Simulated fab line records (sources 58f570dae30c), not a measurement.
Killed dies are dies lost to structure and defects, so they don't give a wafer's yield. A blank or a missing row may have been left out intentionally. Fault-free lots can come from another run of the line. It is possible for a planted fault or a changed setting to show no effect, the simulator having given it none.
fab line records ; flow berkeley_cmos170
[record] lots = 24; wafers = 72; last_day = 12
route steps=331 shown CONTACT@218 V1@258 V2@305 M3@324
lots that met no fault: taken from a fault-free run of the same line
start_h: the number of hours between the record's first day and the start of the first shown wafer of the lot ; wait_h: how many hours have passed since the lot's step before this one ; " repeats the value in the row above ; L1.1+2: a single row standing in for several wafers ; - either no value or no given start ; * or withheld: withheld ; < > ~ a bound
route shown NAME@n: names a module that has steps shown in the file, with the first one's number in the route ; usual: mean/standard deviation taken from wafers without a fault ; same: alike in all rows ; chamber/n: place in a boat ; sites: each site's reading ; _std_site: the standard deviation of these ; _edge_site: inner sites' mean taken away from outer sites' mean ; radius_mm: how far each site lies from the wafer's centre ; mask NAME#n: copy n ; behind: tool/chamber where the wafer was last shaped ; hold: what put the lot on hold/how long, in hours/how the hold closed ; device: the transistor (n, p or np) that didn't switch ; end of line: tests run on the same wafers once the route is complete ; a step without rows: its recipe alone ; killed: dies lost to structure and defects at the first sort, not the wafer's yield ; map: a wafer's dies, x killed, . not, _ none there
set.NAME: setting as actually run; set.NAME@STEP: the setting as run at that earlier step ; model.NAME: the simulator's own value behind a step, which no gauge read
one table for each step of the route and one row for each wafer, over a sample of lots
services: the hour from which a tool's chamber was out of use, counted from the record's first day as start_h (under 0 if before that day), plus the number of hours and why
[[steps]]
[step UCB170_CONTACT_THK_MEAS_02]
[recipe] reads = PSG_of_CONTACT_CVD_01
[usual] CONTACT_PSG_THK = 700/6.6
lot.wafer;tool;chamber;start_h;wait_h;CONTACT_PSG_THK[nm]
L074.2;film_metro-03;-;145.59;0.0;681
L074.3;film_metro-03;-;145.59;0.0;688
L074.5;film_metro-03;-;145.59;0.0;693
L076.1;film_metro-01;-;155.50;0.0;692
L076.2;film_metro-01;-;155.50;0.0;690
L076.5;film_metro-01;-;155.50;0.0;689
L075.1;film_metro-03;-;156.75;0.0;714
L075.2;film_metro-03;-;156.75;0.0;706
L075.5;film_metro-03;-;156.75;0.0;708
L079.1;film_metro-01;-;173.57;0.0;706
L079.3;film_metro-01;-;173.57;0.0;706
L079.5;film_metro-01;-;173.57;0.0;708
L077.2;film_metro-03;-;173.58;0.0;701
L077.5;film_metro-03;-;173.58;0.0;703
L077.6;film_metro-03;-;173.58;0.0;704
L078.2;film_metro-02;-;173.58;0.0;708
L078.4;film_metro-02;-;173.58;0.0;708
L078.6;film_metro-02;-;173.58;0.0;710
L080.3;film_metro-01;-;173.65;0.1;709
L080.4;film_metro-01;-;173.65;0.1;703
L080.6;film_metro-01;-;173.65;0.1;702
L081.3;film_metro-03;-;173.65;0.1;702
L081.5;film_metro-03;-;173.65;0.1;703
L081.6;film_metro-03;-;173.65;0.1;699
L082.2;film_metro-01;-;186.55;0.1;696
L082.4;film_metro-01;-;186.55;0.1;694
L082.5;film_metro-01;-;186.55;0.1;697
L086.1;film_metro-01;-;198.71;0.0;707
L086.2;film_metro-01;-;198.71;0.0;706
L086.6;film_metro-01;-;198.71;0.0;705
L083.1;film_metro-01;-;200.49;0.0;705
L083.4;film_metro-01;-;200.49;0.0;704
L083.5;film_metro-01;-;200.49;0.0;704
L085.1;film_metro-03;-;200.49;0.0;700
L085.2;film_metro-03;-;200.49;0.0;699
L085.5;film_metro-03;-;200.49;0.0;698
L084.3;film_metro-02;-;200.51;0.0;711
L084.4;film_metro-02;-;200.51;0.0;710
L084.6;film_metro-02;-;200.51;0.0;704
L087.2;film_metro-02;-;207.40;0.0;694
L087.3;film_metro-02;-;207.40;0.0;690
L087.5;film_metro-02;-;207.40;0.0;691
L088.1;film_metro-03;-;213.97;0.0;701
L088.2;film_metro-03;-;213.97;0.0;697
L088.3;film_metro-03;-;213.97;0.0;701
L089.1;film_metro-01;-;213.97;0.0;691
L089.2;film_metro-01;-;213.97;0.0;686
L089.4;film_metro-01;-;213.97;0.0;690
L091.3;film_metro-03;-;223.68;0.0;700
L091.4;film_metro-03;-;223.68;0.0;700
L091.5;film_metro-03;-;223.68;0.0;705
L094.1;film_metro-01;-;230.67;0.0;697
L094.4;film_metro-01;-;230.67;0.0;683
L094.6;film_metro-01;-;230.67;0.0;693
L093.1;film_metro-02;-;232.45;0.0;703
L093.2;film_metro-02;-;232.45;0.0;703
L093.5;film_metro-02;-;232.45;0.0;700
L090.2;film_metro-01;-;232.46;0.0;694
L090.5;film_metro-01;-;232.46;0.0;695
L090.6;film_metro-01;-;232.46;0.0;698
L092.3;film_metro-03;-;232.47;0.0;705
L092.4;film_metro-03;-;232.47;0.0;708
L092.5;film_metro-03;-;232.47;0.0;702
L095.1;film_metro-02;-;241.40;0.0;700
L095.2;film_metro-02;-;241.40;0.0;696
L095.3;film_metro-02;-;241.40;0.0;700
L096.1;film_metro-01;-;241.40;0.0;707
L096.3;film_metro-01;-;241.40;0.0;705
L096.5;film_metro-01;-;241.40;0.0;701
L097.1;film_metro-01;-;257.17;0.0;700
L097.2;film_metro-01;-;257.17;0.0;707
L097.6;film_metro-01;-;257.17;0.0;693
[step UCB170_CONTACT_STRIP_19]
[recipe] chemistry = O2; power_w = 400; pressure_mtorr = 3500; platen_temp_c = withheld; o2_flow_sccm = 400; overash_fraction = 0.5
[usual] drypump_motor_current_A = 5.6/0.68; oes_product_au = 0.725/0.0045
lot.wafer;tool;chamber;start_h;wait_h;drypump_motor_current_A;oes_product_au;rf_hours_counter_h
L074.2;plasma_asher-04;0;147.98;-;6.5;0.725;4
L074.3;plasma_asher-04;1;147.98;-;5.8;0.736;-
L074.5;plasma_asher-04;1;147.98;-;5.8;0.733;-
L076.1;plasma_asher-02;0;157.70;-;6.5;0.733;37
L076.2;plasma_asher-02;1;157.70;-;5.5;0.720;37
L076.5;plasma_asher-02;0;157.70;-;6.5;0.721;-
L075.1;plasma_asher-01;0;158.76;-;4.9;0.728;46
L075.2;plasma_asher-01;1;158.76;-;4.9;0.730;46
L075.5;plasma_asher-01;0;158.76;-;4.9;0.724;-
L079.1;plasma_asher-02;1;175.85;-;5.5;0.730;40
L079.3;plasma_asher-02;0;175.85;-;6.4;0.725;-
L079.5;plasma_asher-02;0;175.85;-;6.4;0.723;-
L077.2;plasma_asher-04;1;176.07;-;5.8;0.727;5
L077.5;plasma_asher-04;0;176.07;-;6.6;0.728;-
L077.6;plasma_asher-04;1;176.07;-;5.8;0.722;-
L078.2;plasma_asher-01;1;176.09;-;4.8;0.723;49
L078.4;plasma_asher-01;0;176.09;-;4.9;0.726;-
L078.6;plasma_asher-01;0;176.09;-;4.9;0.724;-
L080.3;plasma_asher-02;1;176.22;-;5.5;0.730;-
L080.4;plasma_asher-02;0;176.22;-;6.5;0.730;-
L080.6;plasma_asher-02;0;176.22;-;6.5;0.725;-
L081.3;plasma_asher-04;1;176.45;-;5.8;0.724;-
L081.5;plasma_asher-04;1;176.45;-;5.8;0.721;-
L081.6;plasma_asher-04;0;176.45;-;6.5;0.724;-
L082.2;plasma_asher-01;0;188.86;-;4.9;0.726;50
L082.4;plasma_asher-01;0;188.86;-;4.9;0.722;-
L082.5;plasma_asher-01;0;188.86;-;4.9;0.724;-
L086.1;plasma_asher-04;1;200.85;-;5.8;0.721;8
L086.2;plasma_asher-04;0;200.85;-;6.6;0.730;8
L086.6;plasma_asher-04;0;200.85;-;6.5;0.720;-
L085.1;plasma_asher-01;1;203.26;-;4.8;0.719;52
L085.2;plasma_asher-01;0;203.26;-;4.9;0.724;52
L085.5;plasma_asher-01;0;203.26;-;4.9;0.724;-
L084.3;plasma_asher-02;1;203.42;-;5.5;0.727;-
L084.4;plasma_asher-02;0;203.42;-;6.4;0.725;-
L084.6;plasma_asher-02;1;203.42;-;5.5;0.730;-
L083.1;plasma_asher-04;1;203.50;-;5.8;0.722;9
L083.4;plasma_asher-04;1;203.50;-;5.8;0.725;-
L083.5;plasma_asher-04;1;203.50;-;5.8;0.727;-
L087.2;plasma_asher-01;1;209.60;-;4.8;0.726;53
L087.3;plasma_asher-01;0;209.60;-;4.9;0.719;-
L087.5;plasma_asher-01;0;209.60;-;4.9;0.719;-
L088.1;plasma_asher-02;0;216.51;-;6.4;0.725;44
L088.2;plasma_asher-02;1;216.51;-;5.5;0.715;44
L088.3;plasma_asher-02;1;216.51;-;5.5;0.730;-
L089.1;plasma_asher-02;1;218.13;-;5.5;0.729;44
L089.2;plasma_asher-02;0;218.13;-;6.5;0.733;44
L089.4;plasma_asher-02;0;218.13;-;6.5;0.719;-
L091.3;plasma_asher-01;1;226.79;-;4.8;0.732;-
L091.4;plasma_asher-01;0;226.79;-;4.9;0.727;-
L091.5;plasma_asher-01;0;226.79;-;4.9;0.724;-
L094.1;plasma_asher-04;0;232.70;-;6.5;0.717;12
L094.4;plasma_asher-04;0;232.70;-;6.6;0.730;-
L094.6;plasma_asher-04;0;232.70;-;6.6;0.724;-
L092.3;plasma_asher-01;0;234.93;-;4.9;0.729;-
L092.4;plasma_asher-01;1;234.93;-;4.8;0.729;-
L092.5;plasma_asher-01;1;234.93;-;4.8;0.722;-
L093.1;plasma_asher-04;0;235.13;-;6.5;0.728;13
L093.2;plasma_asher-04;1;235.13;-;5.8;0.725;13
L093.5;plasma_asher-04;0;235.13;-;6.5;0.716;-
L090.2;plasma_asher-01;1;235.44;-;4.8;0.728;56
L090.5;plasma_asher-01;1;235.44;-;4.9;0.719;-
L090.6;plasma_asher-01;0;235.44;-;4.9;0.725;-
L095.1;plasma_asher-01;1;244.50;-;4.8;0.720;57
L095.2;plasma_asher-01;0;244.50;-;4.9;0.724;57
L095.3;plasma_asher-01;1;244.50;-;4.8;0.731;-
L096.1;plasma_asher-04;1;244.86;-;5.8;0.719;13
L096.3;plasma_asher-04;0;244.86;-;6.5;0.721;-
L096.5;plasma_asher-04;0;244.86;-;6.5;0.734;-
L097.1;plasma_asher-01;1;259.31;-;4.8;0.723;59
L097.2;plasma_asher-01;0;259.31;-;4.9;0.731;59
L097.6;plasma_asher-01;0;259.31;-;4.9;0.732;-
[step UCB170_V1_THK_MEAS_04]
[recipe] reads = SiO2_of_V1_CVD_00
[usual] V1_POLISHED_THK = 1000.0/1.2
lot.wafer;tool;chamber;start_h;wait_h;V1_POLISHED_THK[nm]
L074.2;film_metro-02;-;154.11;0.1;1000.2
L074.3;film_metro-02;-;154.11;0.1;1000.3
L074.5;film_metro-02;-;154.11;0.1;1000.0
L076.1;film_metro-02;-;164.12;0.1;998.4
L076.2;film_metro-02;-;164.12;0.1;999.0
L076.5;film_metro-02;-;164.12;0.1;998.9
L075.1;film_metro-04;-;164.28;0.1;999.1
L075.2;film_metro-04;-;164.28;0.1;999.2
L075.5;film_metro-04;-;164.28;0.1;998.2
L079.1;film_metro-03;-;181.46;0.1;999.7
L079.3;film_metro-03;-;181.46;0.1;999.6
L079.5;film_metro-03;-;181.46;0.1;1000.9
L077.2;film_metro-04;-;181.47;0.1;1001.7
L077.5;film_metro-04;-;181.47;0.1;1001.4
L077.6;film_metro-04;-;181.47;0.1;999.3
L078.2;film_metro-02;-;181.77;0.1;999.6
L078.4;film_metro-02;-;181.77;0.1;998.9
L078.6;film_metro-02;-;181.77;0.1;999.9
L080.3;film_metro-04;-;184.13;0.1;1001.1
L080.4;film_metro-04;-;184.13;0.1;999.1
L080.6;film_metro-04;-;184.13;0.1;1000.5
L081.3;film_metro-03;-;184.13;0.1;999.8
L081.5;film_metro-03;-;184.13;0.1;999.3
L081.6;film_metro-03;-;184.13;0.1;999.7
L082.2;film_metro-03;-;195.51;0.1;1000.7
L082.4;film_metro-03;-;195.51;0.1;999.9
L082.5;film_metro-03;-;195.51;0.1;1000.1
L086.1;film_metro-03;-;210.43;0.1;1001.5
L086.2;film_metro-03;-;210.43;0.1;998.7
L086.6;film_metro-03;-;210.43;0.1;1001.1
L085.1;film_metro-02;-;210.73;0.1;998.7
L085.2;film_metro-02;-;210.73;0.1;1000.6
L085.5;film_metro-02;-;210.73;0.1;1000.9
L084.3;film_metro-04;-;210.90;0.1;1001.1
L084.4;film_metro-04;-;210.90;0.1;999.7
L084.6;film_metro-04;-;210.90;0.1;1000.1
L083.1;film_metro-02;-;211.03;0.1;1001.9
L083.4;film_metro-02;-;211.03;0.1;1000.3
L083.5;film_metro-02;-;211.03;0.1;1000.1
L087.2;film_metro-03;-;215.49;0.1;998.7
L087.3;film_metro-03;-;215.49;0.1;1000.2
L087.5;film_metro-03;-;215.49;0.1;999.1
L088.1;film_metro-02;-;224.70;0.1;1000.0
L088.2;film_metro-02;-;224.70;0.1;998.8
L088.3;film_metro-02;-;224.70;0.1;999.0
L089.1;film_metro-03;-;225.00;0.1;998.5
L089.2;film_metro-03;-;225.00;0.1;998.5
L089.4;film_metro-03;-;225.00;0.1;1000.8
L091.3;film_metro-04;-;236.47;0.1;1001.0
L091.4;film_metro-04;-;236.47;0.1;1000.4
L091.5;film_metro-04;-;236.47;0.1;998.8
L094.1;film_metro-03;-;240.50;0.1;1000.9
L094.4;film_metro-03;-;240.50;0.1;1001.4
L094.6;film_metro-03;-;240.50;0.1;1001.6
L092.3;film_metro-02;-;240.82;0.1;1000.8
L092.4;film_metro-02;-;240.82;0.1;998.7
L092.5;film_metro-02;-;240.82;0.1;999.7
L093.1;film_metro-03;-;241.10;0.1;1000.5
L093.2;film_metro-03;-;241.10;0.1;1000.9
L093.5;film_metro-03;-;241.10;0.1;999.9
L090.2;film_metro-04;-;241.41;0.1;1000.9
L090.5;film_metro-04;-;241.41;0.1;1001.7
L090.6;film_metro-04;-;241.41;0.1;1001.0
L095.1;film_metro-03;-;252.56;0.1;1001.3
L095.2;film_metro-03;-;252.56;0.1;998.0
L095.3;film_metro-03;-;252.56;0.1;999.5
L096.1;film_metro-02;-;252.56;0.1;998.8
L096.3;film_metro-02;-;252.56;0.1;998.6
L096.5;film_metro-02;-;252.56;0.1;998.8
L097.1;film_metro-02;-;264.32;0.1;1001.2
L097.2;film_metro-02;-;264.32;0.1;1001.1
L097.6;film_metro-02;-;264.32;0.1;1000.8
[step UCB170_V1_CD_MEAS_12]
[recipe] target_cd_nm = 700
[usual] cd_nm = 699.5/1.5
lot.wafer;tool;chamber;start_h;wait_h;cd_nm
L074.2;cd_sem-02;-;155.59;-;703.4
L074.3;cd_sem-02;-;155.59;-;701.8
L074.5;cd_sem-02;-;155.59;-;703.8
L075.1;cd_sem-02;-;167.60;-;700.8
L075.2;cd_sem-02;-;167.60;-;699.9
L075.5;cd_sem-02;-;167.60;-;699.9
L076.1;cd_sem-01;-;167.84;-;701.3
L076.2;cd_sem-01;-;167.84;-;700.3
L076.5;cd_sem-01;-;167.84;-;700.5
L079.1;cd_sem-01;-;182.87;-;699.4
L079.3;cd_sem-01;-;182.87;-;699.7
L079.5;cd_sem-01;-;182.87;-;700.5
L077.2;cd_sem-01;-;183.07;-;699.3
L077.5;cd_sem-01;-;183.07;-;698.3
L077.6;cd_sem-01;-;183.07;-;697.5
L078.2;cd_sem-01;-;185.67;-;698.7
L078.4;cd_sem-01;-;185.67;-;699.6
L078.6;cd_sem-01;-;185.67;-;700.2
L080.3;cd_sem-01;-;185.84;-;698.5
L080.4;cd_sem-01;-;185.84;-;700.8
L080.6;cd_sem-01;-;185.84;-;699.5
L081.3;cd_sem-01;-;186.08;-;703.3
L081.5;cd_sem-01;-;186.08;-;703.2
L081.6;cd_sem-01;-;186.08;-;702.1
L082.2;cd_sem-01;-;198.87;-;700.6
L082.4;cd_sem-01;-;198.87;-;698.2
L082.5;cd_sem-01;-;198.87;-;698.8
L086.1;cd_sem-01;-;212.47;-;698.9
L086.2;cd_sem-01;-;212.47;-;697.7
L086.6;cd_sem-01;-;212.47;-;698.2
L085.1;cd_sem-01;-;212.71;-;700.1
L085.2;cd_sem-01;-;212.71;-;701.4
L085.5;cd_sem-01;-;212.71;-;700.1
L084.3;cd_sem-01;-;212.99;-;700.3
L084.4;cd_sem-01;-;212.99;-;699.7
L084.6;cd_sem-01;-;212.99;-;701.2
L083.1;cd_sem-01;-;213.31;-;697.5
L083.4;cd_sem-01;-;213.31;-;698.1
L083.5;cd_sem-01;-;213.31;-;697.2
L087.2;cd_sem-01;-;218.95;-;696.9
L087.3;cd_sem-01;-;218.95;-;697.5
L087.5;cd_sem-01;-;218.95;-;698.1
L088.1;cd_sem-01;-;226.95;-;698.6
L088.2;cd_sem-01;-;226.95;-;700.1
L088.3;cd_sem-01;-;226.95;-;697.7
L089.1;cd_sem-01;-;227.19;-;699.1
L089.2;cd_sem-01;-;227.19;-;698.8
L089.4;cd_sem-01;-;227.19;-;698.1
L091.3;cd_sem-01;-;241.35;-;699.4
L091.4;cd_sem-01;-;241.35;-;699.1
L091.5;cd_sem-01;-;241.35;-;699.8
L094.1;cd_sem-01;-;243.76;-;697.5
L094.4;cd_sem-01;-;243.76;-;698.4
L094.6;cd_sem-01;-;243.76;-;699.0
L093.1;cd_sem-01;-;243.94;-;698.7
L093.2;cd_sem-01;-;243.94;-;697.2
L093.5;cd_sem-01;-;243.94;-;698.6
L092.3;cd_sem-01;-;244.10;-;700.2
L092.4;cd_sem-01;-;244.10;-;699.0
L092.5;cd_sem-01;-;244.10;-;698.2
L090.2;cd_sem-01;-;244.44;-;699.8
L090.5;cd_sem-01;-;244.44;-;700.1
L090.6;cd_sem-01;-;244.44;-;701.5
L095.1;cd_sem-01;-;254.23;-;698.1
L095.2;cd_sem-01;-;254.23;-;699.7
L095.3;cd_sem-01;-;254.23;-;698.1
L096.1;cd_sem-01;-;254.54;-;698.8
L096.3;cd_sem-01;-;254.54;-;699.6
L096.5;cd_sem-01;-;254.54;-;699.7
L097.1;cd_sem-01;-;266.15;-;699.9
L097.2;cd_sem-01;-;266.15;-;698.5
L097.6;cd_sem-01;-;266.15;-;699.5
[step UCB170_V2_OVL_MEAS_13]
[usual] V2_OVL = 1/5.4
lot.wafer;tool;chamber;start_h;wait_h;V2_OVL[nm]
L074.2;overlay-02;-;162.88;0.1;6
L074.3;overlay-02;-;162.88;0.1;3
L074.5;overlay-02;-;162.88;0.1;8
L076.1;overlay-01;-;174.70;0.1;-1
L076.2;overlay-01;-;174.70;0.1;7
L076.5;overlay-01;-;174.70;0.1;1
L075.1;overlay-02;-;174.92;0.1;6
L075.2;overlay-02;-;174.92;0.1;9
L075.5;overlay-02;-;174.92;0.1;8
L079.1;overlay-02;-;188.32;0.1;-6
L079.3;overlay-02;-;188.32;0.1;-4
L079.5;overlay-02;-;188.32;0.1;-5
L077.2;overlay-02;-;188.94;0.1;-4
L077.5;overlay-02;-;188.94;0.1;-4
L077.6;overlay-02;-;188.94;0.1;-2
L078.2;overlay-02;-;192.97;0.1;9
L078.4;overlay-02;-;192.97;0.1;3
L078.6;overlay-02;-;192.97;0.1;5
L080.3;overlay-01;-;193.33;0.1;-6
L080.4;overlay-01;-;193.33;0.1;3
L080.6;overlay-01;-;193.33;0.1;0
L081.3;overlay-02;-;193.45;0.1;-4
L081.5;overlay-02;-;193.45;0.1;6
L081.6;overlay-02;-;193.45;0.1;-5
L082.2;overlay-01;-;204.78;0.1;0
L082.4;overlay-01;-;204.78;0.1;-10
L082.5;overlay-01;-;204.78;0.1;4
L086.1;overlay-01;-;219.48;0.1;-1
L086.2;overlay-01;-;219.48;0.1;-2
L086.6;overlay-01;-;219.48;0.1;-3
L085.1;overlay-01;-;219.84;0.1;-5
L085.2;overlay-01;-;219.84;0.1;-1
L085.5;overlay-01;-;219.84;0.1;-1
L084.3;overlay-01;-;220.33;0.1;-4
L084.4;overlay-01;-;220.33;0.1;2
L084.6;overlay-01;-;220.33;0.1;1
L083.1;overlay-01;-;221.28;0.1;-3
L083.4;overlay-01;-;221.28;0.1;-6
L083.5;overlay-01;-;221.28;0.1;-2
L087.2;overlay-02;-;225.56;0.1;9
L087.3;overlay-02;-;225.56;0.1;-7
L087.5;overlay-02;-;225.56;0.1;-3
L088.1;overlay-02;-;232.37;0.1;-4
L088.2;overlay-02;-;232.37;0.1;-1
L088.3;overlay-02;-;232.37;0.1;0
L089.1;overlay-02;-;232.98;0.1;18
L089.2;overlay-02;-;232.98;0.1;8
L089.4;overlay-02;-;232.98;0.1;12
L091.3;overlay-02;-;250.29;0.1;-4
L091.4;overlay-02;-;250.29;0.1;-2
L091.5;overlay-02;-;250.29;0.1;1
L094.1;overlay-01;-;250.40;0.1;-1
L094.4;overlay-01;-;250.40;0.1;4
L094.6;overlay-01;-;250.40;0.1;-2
L093.1;overlay-01;-;251.32;0.1;3
L093.2;overlay-01;-;251.32;0.1;4
L093.5;overlay-01;-;251.32;0.1;-5
L092.3;overlay-01;-;251.64;0.1;1
L092.4;overlay-01;-;251.64;0.1;3
L092.5;overlay-01;-;251.64;0.1;5
L090.2;overlay-01;-;252.19;0.1;-9
L090.5;overlay-01;-;252.19;0.1;-12
L090.6;overlay-01;-;252.19;0.1;-10
L095.1;overlay-02;-;259.40;0.1;0
L095.2;overlay-02;-;259.40;0.1;3
L095.3;overlay-02;-;259.40;0.1;-5
L096.1;overlay-01;-;259.96;0.1;6
L096.3;overlay-01;-;259.96;0.1;6
L096.5;overlay-01;-;259.96;0.1;5
L097.1;overlay-02;-;273.47;0.1;7
L097.2;overlay-02;-;273.47;0.1;-2
L097.6;overlay-02;-;273.47;0.1;-1
[step UCB170_M3_CD_MEAS_15]
[recipe] target_cd_nm = 700
[usual] cd_nm = 699.5/1.3
lot.wafer;tool;chamber;start_h;wait_h;cd_nm
L074.2;cd_sem-02;-;167.75;-;700.7
L074.3;cd_sem-02;-;167.75;-;699.3
L074.5;cd_sem-02;-;167.75;-;698.5
L076.1;cd_sem-01;-;177.44;-;699.2
L076.2;cd_sem-01;-;177.44;-;699.3
L076.5;cd_sem-01;-;177.44;-;700.7
L075.1;cd_sem-01;-;178.18;-;699.3
L075.2;cd_sem-01;-;178.18;-;699.1
L075.5;cd_sem-01;-;178.18;-;697.7
L079.1;cd_sem-01;-;191.88;-;700.4
L079.3;cd_sem-01;-;191.88;-;700.3
L079.5;cd_sem-01;-;191.88;-;701.8
L077.2;cd_sem-01;-;193.10;-;699.4
L077.5;cd_sem-01;-;193.10;-;700.4
L077.6;cd_sem-01;-;193.10;-;698.8
L078.2;cd_sem-01;-;198.27;-;699.4
L078.4;cd_sem-01;-;198.27;-;701.2
L078.6;cd_sem-01;-;198.27;-;701.5
L080.3;cd_sem-01;-;198.41;-;698.7
L080.4;cd_sem-01;-;198.41;-;696.8
L080.6;cd_sem-01;-;198.41;-;697.9
L081.3;cd_sem-01;-;198.77;-;698.1
L081.5;cd_sem-01;-;198.77;-;698.8
L081.6;cd_sem-01;-;198.77;-;699.6
L082.2;cd_sem-01;-;207.57;-;700.6
L082.4;cd_sem-01;-;207.57;-;701.5
L082.5;cd_sem-01;-;207.57;-;700.2
L086.1;cd_sem-01;-;223.43;-;698.6
L086.2;cd_sem-01;-;223.43;-;700.2
L086.6;cd_sem-01;-;223.43;-;698.6
L085.1;cd_sem-01;-;223.70;-;700.2
L085.2;cd_sem-01;-;223.70;-;700.4
L085.5;cd_sem-01;-;223.70;-;701.1
L084.3;cd_sem-01;-;224.35;-;699.3
L084.4;cd_sem-01;-;224.35;-;699.9
L084.6;cd_sem-01;-;224.35;-;699.6
L083.1;cd_sem-01;-;224.60;-;696.6
L083.4;cd_sem-01;-;224.60;-;696.4
L083.5;cd_sem-01;-;224.60;-;697.4
L087.2;cd_sem-01;-;228.69;-;698.1
L087.3;cd_sem-01;-;228.69;-;698.1
L087.5;cd_sem-01;-;228.69;-;698.8
L088.1;cd_sem-01;-;235.47;-;700.6
L088.2;cd_sem-01;-;235.47;-;699.1
L088.3;cd_sem-01;-;235.47;-;700.4
L089.1;cd_sem-01;-;235.82;-;700.1
L089.2;cd_sem-01;-;235.82;-;700.9
L089.4;cd_sem-01;-;235.82;-;700.7
L091.3;cd_sem-01;-;253.19;-;702.1
L091.4;cd_sem-01;-;253.19;-;701.4
L091.5;cd_sem-01;-;253.19;-;701.6
L094.1;cd_sem-01;-;253.59;-;698.1
L094.4;cd_sem-01;-;253.59;-;698.5
L094.6;cd_sem-01;-;253.59;-;699.2
L093.1;cd_sem-01;-;254.42;-;701.1
L093.2;cd_sem-01;-;254.42;-;700.6
L093.5;cd_sem-01;-;254.42;-;700.4
L092.3;cd_sem-01;-;255.19;-;698.8
L092.4;cd_sem-01;-;255.19;-;700.1
L092.5;cd_sem-01;-;255.19;-;699.3
L090.2;cd_sem-01;-;255.41;-;699.6
L090.5;cd_sem-01;-;255.41;-;698.0
L090.6;cd_sem-01;-;255.41;-;698.8
L095.1;cd_sem-01;-;265.40;-;699.0
L095.2;cd_sem-01;-;265.40;-;699.4
L095.3;cd_sem-01;-;265.40;-;699.2
L096.1;cd_sem-01;-;265.52;-;698.6
L096.3;cd_sem-01;-;265.52;-;697.1
L096.5;cd_sem-01;-;265.52;-;697.2
L097.1;cd_sem-01;-;276.37;-;701.3
L097.2;cd_sem-01;-;276.37;-;701.7
L097.6;cd_sem-01;-;276.37;-;701.6
[[services]]
tool;chamber;start_h;hours;kind
plasma_asher-01;-;150.84;1.0;repair
plasma_asher-04;-;160.31;15.6;pm
plasma_asher-02;-;169.86;0.7;repair
plasma_asher-01;-;196.21;2.0;repair
plasma_asher-02;-;205.58;7.6;repair
plasma_asher-02;-;225.83;0.4;repair
[[key]]
fault none
